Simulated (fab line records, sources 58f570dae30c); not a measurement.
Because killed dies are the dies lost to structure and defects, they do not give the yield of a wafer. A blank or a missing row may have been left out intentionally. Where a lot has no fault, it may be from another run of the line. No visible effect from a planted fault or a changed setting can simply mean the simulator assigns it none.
Which tool is to blame? / flow berkeley cmos170 / route of 331 steps, sampled at 1 step: 13 lots, 39 wafers

WHAT THE GAUGES SHOWED, per wafer
UCB170_GATE_OVL_MEAS_13.
lot=L303; measured=day 6 00:46; on=overlay-02; GATE_OVL (nm)=-3 -4 -1
lot=L301; measured=day 6 00:59; on=overlay-01; GATE_OVL (nm)=5 -2 5
lot=L302; measured=day 6 01:07; on=overlay-02; GATE_OVL (nm)=-5 4 -2
lot=L304; measured=day 6 08:47; on=overlay-01; GATE_OVL (nm)=6 12 9
lot=L305; measured=day 6 08:55; on=overlay-01; GATE_OVL (nm)=0 -4 -1
lot=L306; measured=day 7 01:13; on=overlay-02; GATE_OVL (nm)=7 9 -2
lot=L307; measured=day 7 07:22; on=overlay-02; GATE_OVL (nm)=3 4 2
lot=L308; measured=day 7 21:14; on=overlay-02; GATE_OVL (nm)=-6 -1 1
lot=L309; measured=day 8 05:52; on=overlay-01; GATE_OVL (nm)=12 0 13
lot=L317; measured=day 9 20:19; on=overlay-01; GATE_OVL (nm)=9 2 5
lot=L319; measured=day 10 08:47; on=overlay-01; GATE_OVL (nm)=2 4 3
lot=L321; measured=day 10 17:23; on=overlay-01; GATE_OVL (nm)=-4 -4 -5
lot=L324; measured=day 11 07:11; on=overlay-01; GATE_OVL (nm)=-7 -3 5

TOOL THAT RAN EACH LOT (tool first, then ch and the chambers of the sampled wafers, then the start)
There is no process step in the record ahead of these readings.

WHAT THE TOOLS THEMSELVES READ (means of the sampled wafers that have a number; where no wafer has one, the mark that the record gives instead)
The record holds no such reading with a usual standard deviation.

THE ANSWER, worked out from the rows above alone
Rule: what is usual is taken from the lots themselves. Put in order of their means at a reading, lots are off if they are a third of the lots or fewer, leave a main group of 4 or more, and stand apart from it by a gap of 3 or more times the standard deviation of the main group's means; of several such gaps the widest counts. A main group is skipped when, at the precision printed for the reading in the tables above, its means are all equal. A lot without any number at a reading at which 4 lots or more have one is off too. The other lots that the step has rows for count as sound. Order of review: gauges by route order, followed by the tools' own readings, for which a lot's mean as printed above is used. The first step at which some lot is off is used, and at that step the reading that is off furthest; a lot without a number counts as furthest.
No lot is off at any reading shown: from this, nothing can be told.

WHAT WAS PUT IN BY THE SIMULATOR
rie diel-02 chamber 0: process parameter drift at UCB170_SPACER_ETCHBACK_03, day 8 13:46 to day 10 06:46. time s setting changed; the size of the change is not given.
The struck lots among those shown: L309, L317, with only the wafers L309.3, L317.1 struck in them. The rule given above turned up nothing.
